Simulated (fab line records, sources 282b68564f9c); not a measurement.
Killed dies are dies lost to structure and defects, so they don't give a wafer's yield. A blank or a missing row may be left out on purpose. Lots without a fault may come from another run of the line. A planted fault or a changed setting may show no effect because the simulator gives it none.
One fault seen from 2 desks | flow rit_cmos | each desk has only its own numbers; what lay behind them comes last

THE METROLOGY DESK
What the gauges read, lot by lot, whatever tool the lot ran on: means of the sampled wafers that have a number. A lot is out of limits, marked OUT, if its mean lies more than 4 standard deviations from the usual mean; the brackets give that distance.
Columns: A = ACTIVE_OXIDE_THK at RIT_ACTIVE_THK_MEAS_02, usual 46.5 nm; B = cd_nm at RIT_M1_CD_MEAS_09, usual 2599.4 nm
lot  | first seen here | A              | B
L488 | day 1 13:00     | 46.2           | 2601.0
L489 | day 1 19:02     | 45.6           | 2599.9
L490 | day 1 22:24     | 46.5           | 2598.7
L491 | day 2 04:28     | 47.3           | 2600.2
L497 | day 3 12:14     | 46.6           | 2597.0
L499 | day 3 19:04     | 32.4 (-18) OUT | 2598.3
L501 | day 4 05:04     | 45.8           | 2599.5
L502 | day 4 11:29     | 30.6 (-20) OUT | 2600.7
L503 | day 4 15:04     | 45.8           | 2597.3
L505 | day 5 01:05     | 46.4           | 2600.8
L506 | day 5 06:04     | 46.6           | 2600.4
L508 | day 5 16:03     | 46.9           | 2597.7
L510 | day 6 02:05     | 46.1           | 2601.0
This desk's finding: out of limits on L499, L502; first on L499, day 3 19:04 (ACTIVE_OXIDE_THK at RIT_ACTIVE_THK_MEAS_02). In limits: L488, L489, L490, L491, L497, L501, L503, L505, L506, L508, L510.

THE TOOL OWNER'S DESK: furnace-01
The tool's own readings at RIT_ACTIVE_OXIDATION_01 (target thk 46.8 nm, ox time 3360 s): means of the sampled wafers that have a number, for each lot that ran on this tool. A lot is out of limits, marked OUT, if its mean lies more than 4 standard deviations from the usual mean; the brackets give that distance.
Columns: A = spike_tc_centre_C at RIT_ACTIVE_OXIDATION_01, usual 1001.7 C; B = spike_tc_load_C at RIT_ACTIVE_OXIDATION_01, usual 1024.6 C; C = spike_tc_source_C at RIT_ACTIVE_OXIDATION_01, usual 1025 C; D = tube_center_temp_C at RIT_ACTIVE_OXIDATION_01, usual 1000 C; E = tube_center_temp_C_max at RIT_ACTIVE_OXIDATION_01, usual 1002.6; F = zone_power_centre_pct at RIT_ACTIVE_OXIDATION_01, usual 45.9 %
lot  | first seen here | A               | B               | C             | D                     | E               | F
L488 | day 1 11:03     | 1002.2          | 1022.7          | 1022          | 1000                  | 1002.5          | 45.7
L489 | day 1 17:06     | 1002.5          | 1022.7          | 1023          | 1000                  | 1002.2          | 45.7
L499 | day 3 17:07     | 963.7 (-24) OUT | 982.1 (-18) OUT | 980 (-13) OUT | 960 (-99 or more) OUT | 962.6 (-91) OUT | 43.3 (-4.9) OUT
L502 | day 4 09:33     | 962.8 (-24) OUT | 982.2 (-18) OUT | 980 (-13) OUT | 960 (-99 or more) OUT | 962.5 (-91) OUT | 43.2 (-5.0) OUT
This desk's finding: out of limits on L499, L502; first on L499, day 3 17:07 (spike_tc_centre_C at RIT_ACTIVE_OXIDATION_01). In limits: L488, L489.

PUT TOGETHER
The tool owner's desk could have raised an alarm at day 3 17:07, on L499, L502.
The metrology desk could have raised an alarm at day 3 19:04, on L499, L502.
Of the lots named, all ran RIT_ACTIVE_OXIDATION_01 on furnace-01.

WHAT THE SIMULATOR HAD PUT IN
Process parameter drift: furnace-01, from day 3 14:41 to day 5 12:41, at RIT_ACTIVE_OXIDATION_01. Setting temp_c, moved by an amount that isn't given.
Lots struck among those shown: L499, L502.
Hours from the fault's start to each desk's first reading out of limits: the tool owner's desk, 2; the metrology desk, 4.
